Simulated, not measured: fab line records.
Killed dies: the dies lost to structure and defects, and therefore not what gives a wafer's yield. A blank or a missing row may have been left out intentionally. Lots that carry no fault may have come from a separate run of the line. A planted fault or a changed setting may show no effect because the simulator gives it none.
The tool behind it: which one? -- flow rit_cmos -- Sampling: 13 lots, 39 wafers, 4 of 202 route steps

== WHAT THE GAUGES SHOWED, per wafer ==
RIT_CONTACT_CD_MEAS_90: target cd 1000 nm.
lot,measured,on,cd_nm (nm)
L518,day 4 00:59,cd_sem-01,997.3 998.9 1000.2
L519,day 4 07:38,cd_sem-01,1000.6 1002.2 998.2
L521,day 4 12:59,cd_sem-01,1000.7 1001.6 1001.0
L523,day 4 17:38,cd_sem-01,1002.6 1003.6 1001.2
L526,day 5 05:25,cd_sem-02,1000.7 1000.1 1000.8
L530,day 5 22:46,cd_sem-02,1004.0 1002.1 1000.7
L531,day 6 03:55,cd_sem-02,999.2 1000.1 999.8
L532,day 6 10:37,cd_sem-01,1000.7 1000.3 998.8
L535,day 7 01:35,cd_sem-01,1002.4 1003.2 1003.9
L536,day 7 05:27,cd_sem-01,1001.4 1003.5 1002.1
L537,day 7 10:55,cd_sem-02,999.7 1000.4 997.2
L539,day 7 23:49,cd_sem-01,998.1 1001.3 1000.7
L541,day 8 04:10,cd_sem-01,997.2 998.2 998.3

RIT_M1_OVL_MEAS_10.
lot,measured,on,M1_OVL (nm)
L518,day 4 03:02,overlay-02,0.0 -0.8 -2.3
L519,day 4 09:43,overlay-02,0.5 -0.7 -1.5
L521,day 4 15:19,overlay-02,0.3 0.1 2.1
L523,day 4 19:43,overlay-01,0.0 -0.3 -1.3
L526,day 5 07:22,overlay-01,-0.7 1.3 -1.3
L530,day 6 00:49,overlay-01,-0.8 -0.1 0.4
L531,day 6 05:51,overlay-02,-2.9 -1.4 -1.1
L532,day 6 12:47,overlay-01,-1.5 -0.9 0.0
L535,day 7 03:41,overlay-02,1.0 2.1 1.6
L536,day 7 07:31,overlay-02,1.3 -1.6 1.4
L537,day 7 12:50,overlay-02,-0.2 -2.3 0.5
L539,day 8 01:46,overlay-01,-0.9 -0.2 -2.0
L541,day 8 06:07,overlay-02,-2.3 -1.7 0.3

== TOOL THAT RAN EACH LOT (tool first, then ch and the chambers of the sampled wafers, then the start) ==
lot,RIT_PWELL_EXPOSE_03,RIT_M1_SPUTTER_00
L518,"iline_stepper-01 ch 0, day 2 07:35","pvd_sputter-03, day 4 01:25"
L519,"iline_stepper-02 ch 0, day 2 14:47","pvd_sputter-02, day 4 08:06"
L521,"iline_stepper-01 ch 0, day 3 00:29","pvd_sputter-02, day 4 13:27"
L523,"iline_stepper-02 ch 0, day 3 06:49","pvd_sputter-03, day 4 18:07"
L526,"iline_stepper-02 ch 0, day 3 19:26","pvd_sputter-03, day 5 05:53"
L530,"iline_stepper-01 ch 0, day 4 12:54","pvd_sputter-03, day 5 23:13"
L531,"iline_stepper-01 ch 0, day 4 16:55","pvd_sputter-02, day 6 04:22"
L532,"iline_stepper-01 ch 0, day 4 22:23","pvd_sputter-03, day 6 11:04"
L535,"iline_stepper-02 ch 0, day 5 11:58","pvd_sputter-02, day 7 02:05"
L536,"iline_stepper-02 ch 0, day 5 21:12","pvd_sputter-03, day 7 05:55"
L537,"iline_stepper-01 ch 0, day 5 23:27","pvd_sputter-03, day 7 11:22"
L539,"iline_stepper-02 ch 0, day 6 14:05","pvd_sputter-03, day 8 00:17"
L541,"iline_stepper-02 ch 0, day 6 19:30","pvd_sputter-03, day 8 04:37"
- RIT_PWELL_EXPOSE_03: exposes mask M3, target cd 43700 nm.
- RIT_M1_SPUTTER_00: material Al, target thk 400 nm, time 500 s.

== AS READ BY THE TOOLS THEMSELVES (means over the sampled wafers that have a number; for cases with no such wafer, the mark the record gives instead) ==
RIT_M1_SPUTTER_00.
lot,tool,throttle_valve_pct (%)
L518,pvd_sputter-03,30.2
L519,pvd_sputter-02,30.9
L521,pvd_sputter-02,30.2
L523,pvd_sputter-03,30.9
L526,pvd_sputter-03,30.5
L530,pvd_sputter-03,29.9
L531,pvd_sputter-02,29.9
L532,pvd_sputter-03,29.5
L535,pvd_sputter-02,30.3
L536,pvd_sputter-03,30.3
L537,pvd_sputter-03,30.3
L539,pvd_sputter-03,30.4
L541,pvd_sputter-03,30.3

== THE ANSWER, worked out from the rows above alone ==
Rule: the usual values come from the lots themselves. Put in order of their means at a reading, lots are off if they are a third of the lots or fewer, leave a main group of 4 or more, and stand apart from it by a gap of 3 or more times the standard deviation of the main group's means; of several such gaps the widest counts. A main group is skipped when, at the precision printed for the reading in the tables above, its means are all equal. Also off: a lot with no number at a reading for which 4 or more lots have one. The other lots that the step has rows for count as sound. After the gauges, taken in route order, come the tools' own readings; for these a lot's mean is taken, as printed above. The first step at which some lot is off is used, and at that step the reading that is off furthest; a lot without a number counts as furthest.
No lot is off on any of the readings shown, so nothing can be concluded from this.

== WHAT THE SIMULATOR PUT IN ==
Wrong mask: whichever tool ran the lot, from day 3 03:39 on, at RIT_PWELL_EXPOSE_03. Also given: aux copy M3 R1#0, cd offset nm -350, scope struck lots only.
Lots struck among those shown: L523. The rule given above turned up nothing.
